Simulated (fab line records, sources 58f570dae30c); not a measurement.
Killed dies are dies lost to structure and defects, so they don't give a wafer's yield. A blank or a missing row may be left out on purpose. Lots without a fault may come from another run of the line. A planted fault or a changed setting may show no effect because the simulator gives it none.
Split-lot experiment | flow berkeley_cmos170 | 5 lots, 23 wafers read, on a route of 331 steps

THE SPLIT
At UCB170_M2_SPUTTER_01 (material Al, target thk 900 nm, time 120 s), the setting power_w was moved away from the recipe's 6000 W on 9 of the 23 wafers read, by -5.3% to +11.6%. The other wafers ran this setting at the recipe's value.

FROM THE SPLIT TO THE READING: what the file shows between them, 6 steps
- UCB170_M2_RS_MEAS_02: measures by four-point-probe
- UCB170_M2_THK_MEAS_03: measures by xrf
- UCB170_M2_COAT_09 (also split here: spin_rpm)
- UCB170_M2_COAT_10: resist thk 900 nm
- UCB170_M2_SOFTBAKE_11: time 60 s
- UCB170_M2_ETCH_17: etches BARC in N2/H2

THE READING
oes_product_au, in a.u., at UCB170_M2_METAL_ETCH_18 (etches Al in Cl2/BCl3, stops on SiO2, target depth 1170 nm, time 195 s). Fault-free wafers of this fab line usually give 0.844 a.u., standard deviation 0.012 a.u..

wafer  | tool, chamber at the split | power_w as run, W | against the recipe | oes_product_au, a.u. | against lot-mates on the recipe
L076.2 | pvd_sputter-03, -          | 6545              | +9.1%              | 0.905                | +0.065
L076.3 | pvd_sputter-03, -          | 6545              | +9.1%              | 0.886                | +0.046
L076.4 | pvd_sputter-03, -          | 6000              | recipe             | 0.846                | -
L076.5 | pvd_sputter-03, -          | 6000              | recipe             | 0.837                | -
L076.6 | pvd_sputter-03, -          | 6000              | recipe             | 0.838                | -
L075.1 | pvd_sputter-02, -          | 5683              | -5.3%              | 0.818                | -0.027
L075.2 | pvd_sputter-02, -          | 6000              | recipe             | 0.842                | -
L075.3 | pvd_sputter-02, -          | 6000              | recipe             | 0.849                | -
L075.4 | pvd_sputter-02, -          | 5683              | -5.3%              | 0.828                | -0.017
L075.6 | pvd_sputter-02, -          | 6000              | recipe             | 0.845                | -
L074.1 | pvd_sputter-01, -          | 6694              | +11.6%             | 0.902                | +0.056
L074.2 | pvd_sputter-01, -          | 6694              | +11.6%             | 0.900                | +0.054
L074.3 | pvd_sputter-01, -          | 6694              | +11.6%             | 0.909                | +0.063
L074.4 | pvd_sputter-01, -          | 6000              | recipe             | 0.849                | -
L074.5 | pvd_sputter-01, -          | 6000              | recipe             | 0.843                | -
L083.1 | pvd_sputter-03, -          | 6000              | recipe             | 0.834                | -
L083.2 | pvd_sputter-03, -          | 6000              | recipe             | 0.826                | -
L083.3 | pvd_sputter-03, -          | 6502              | +8.4%              | 0.865                | +0.035
L083.4 | pvd_sputter-03, -          | 6000              | recipe             | 0.831                | -
L083.6 | pvd_sputter-03, -          | 6502              | +8.4%              | 0.865                | +0.035
L082.1 | pvd_sputter-01, -          | 6000              | recipe             | 0.854                | -
L082.3 | pvd_sputter-01, -          | 6000              | recipe             | 0.858                | -
L082.4 | pvd_sputter-01, -          | 6000              | recipe             | 0.859                | -

THE FIT
A straight line over all 23 wafers: oes_product_au changes by +0.0047 a.u. for each +1% of power_w; r = +0.92; the points scatter about the line by 0.011 a.u..
The same after taking each lot's own level away (the mean of its wafers on the recipe; 23 wafers): +0.00496 a.u. for each +1%; r = +0.98; scatter 0.0059 a.u..
On that fit, the largest move of power_w shifts the reading by 0.057 a.u..
The lots' own levels span 0.8303 to 0.8570 a.u., that is 2.2 times the standard deviation above.
So the lot-to-lot level changes the slope little: the two slopes agree.
Check: with one of the wafers moved furthest among these (+11.6%) left out of the fit, the line predicts +0.0585 a.u. for it against its lot-mates. It came out at +0.056 a.u. against them.

OTHER SPLITS ON THESE WAFERS
These wafers also went through other splits before the reading. Each is held against what the fit with the lots' levels taken away leaves over:
other split on the same wafers | wafers away from the commonest value | r with oes_product_au (lot level and that fit taken away)
UCB170_M2_COAT_09 spin_rpm     | 9                                    | +0.00

THE WHOLE CHAIN: every reading that the file lists as answering this split, in the file's order
step                    | what it does                                                           | reading                                                                     | change (the file's fit)                   | r (the file's)
UCB170_M2_SPUTTER_01    | material Al, target thk 900 nm, time 120 s                             | Al_of_M2_SPUTTER_01.thk_nm (the simulator's own value, which no gauge read) | +8.92 nm for each +1% of the setting      | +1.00
UCB170_M2_RS_MEAS_02    | measures by four-point-probe                                           | M2_AL_RS                                                                    | -0.000298 for each +1% of the setting     | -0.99
UCB170_M2_THK_MEAS_03   | measures by xrf                                                        | M2_AL_THK                                                                   | +8.78 for each +1% of the setting         | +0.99
UCB170_M2_METAL_ETCH_18 | etches Al in Cl2/BCl3, stops on SiO2, target depth 1170 nm, time 195 s | oes_product_au                                                              | +0.00503 a.u. for each +1% of the setting | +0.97

THE FILE'S OWN FIT
oes_product_au changes by +0.00503 a.u. for each +1% of power_w, r = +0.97.
